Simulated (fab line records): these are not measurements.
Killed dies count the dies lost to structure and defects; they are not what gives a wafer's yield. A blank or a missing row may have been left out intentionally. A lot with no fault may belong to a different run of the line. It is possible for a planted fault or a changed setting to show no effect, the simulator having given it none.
Matching of chambers    flow berkeley-cmos170    UCB170_NWELL_ETCH_13 on rie-diel-03 has 4 sister chambers
The step etches Si3N4 in CH3F/Ar/O2, stops on SiO2, target depth 246.4 nm, time 154 s. 14 wafers are shown with their chamber, then 7 later ones without.

== WAFERS, EACH WITH ITS CHAMBER ==
wafer   chamber  drypump-motor-current-A (A)  throttle-valve-pct (%)  oes-product-au (a.u.)
L195.1  0        5.5                          8.25                    0.956
L195.2  3        6.1                          8.11                    0.944
L195.3  1        5.4                          7.89                    0.923
L197.2  0        5.6                          8.27                    0.965
L197.3  2        5.7                          8.06                    0.971
L197.5  3        6.1                          8.08                    0.949
L207.1  1        5.4                          7.89                    0.914
L207.3  3        6.1                          8.10                    0.943
L207.6  0        5.6                          8.25                    0.940
L209.1  3        6.1                          8.10                    0.938
L209.4  1        5.4                          7.88                    0.916
L209.5  1        5.4                          7.88                    0.917
L212.4  1        5.4                          7.89                    0.922
L212.5  0        5.6                          8.26                    0.952

SIGNATURES (means of the wafers above)
reading                  chamber 0  chamber 1  chamber 2  chamber 3  scatter within a chamber
drypump-motor-current-A  5.575      5.400      5.700      6.100      0.0274
throttle-valve-pct       8.2575     7.8860     8.0600     8.0975     0.00933
oes-product-au           0.95325    0.91840    0.97100    0.94350    0.00667
Rule: distance of a wafer from a chamber = root of the sum over the readings of ((wafer's reading minus chamber's mean) / reading's scatter) squared. The wafer belongs to the nearest chamber; if the next one is less than 2 further off, it can't be placed. The scatter: the root of (the sum of the squares of (reading less its chamber's mean) over the shown wafers, divided by (wafers less chambers)).

== WAFERS WITH NO CHAMBER GIVEN ==
wafer   drypump-motor-current-A (A)  throttle-valve-pct (%)  oes-product-au (a.u.)
L212.6  5.4                          7.88                    0.927
L213.1  6.2                          8.08                    0.941
L213.2  5.6                          8.25                    0.944
L213.4  5.6                          8.06                    0.957
L217.1  5.4                          7.88                    0.931
L217.3  6.1                          8.09                    0.949
L217.5  5.5                          8.25                    0.952

== WHICH CHAMBER EACH ONE RAN IN ==
wafer   from the rows above  in truth
L212.6  1                    1
L213.1  3                    3
L213.2  0                    0
L213.4  2                    2
L217.1  1                    1
L217.3  3                    3
L217.5  0                    0
Placed correctly: 7 of 7. Not placeable from these rows: 0. Number placed wrongly: 0.
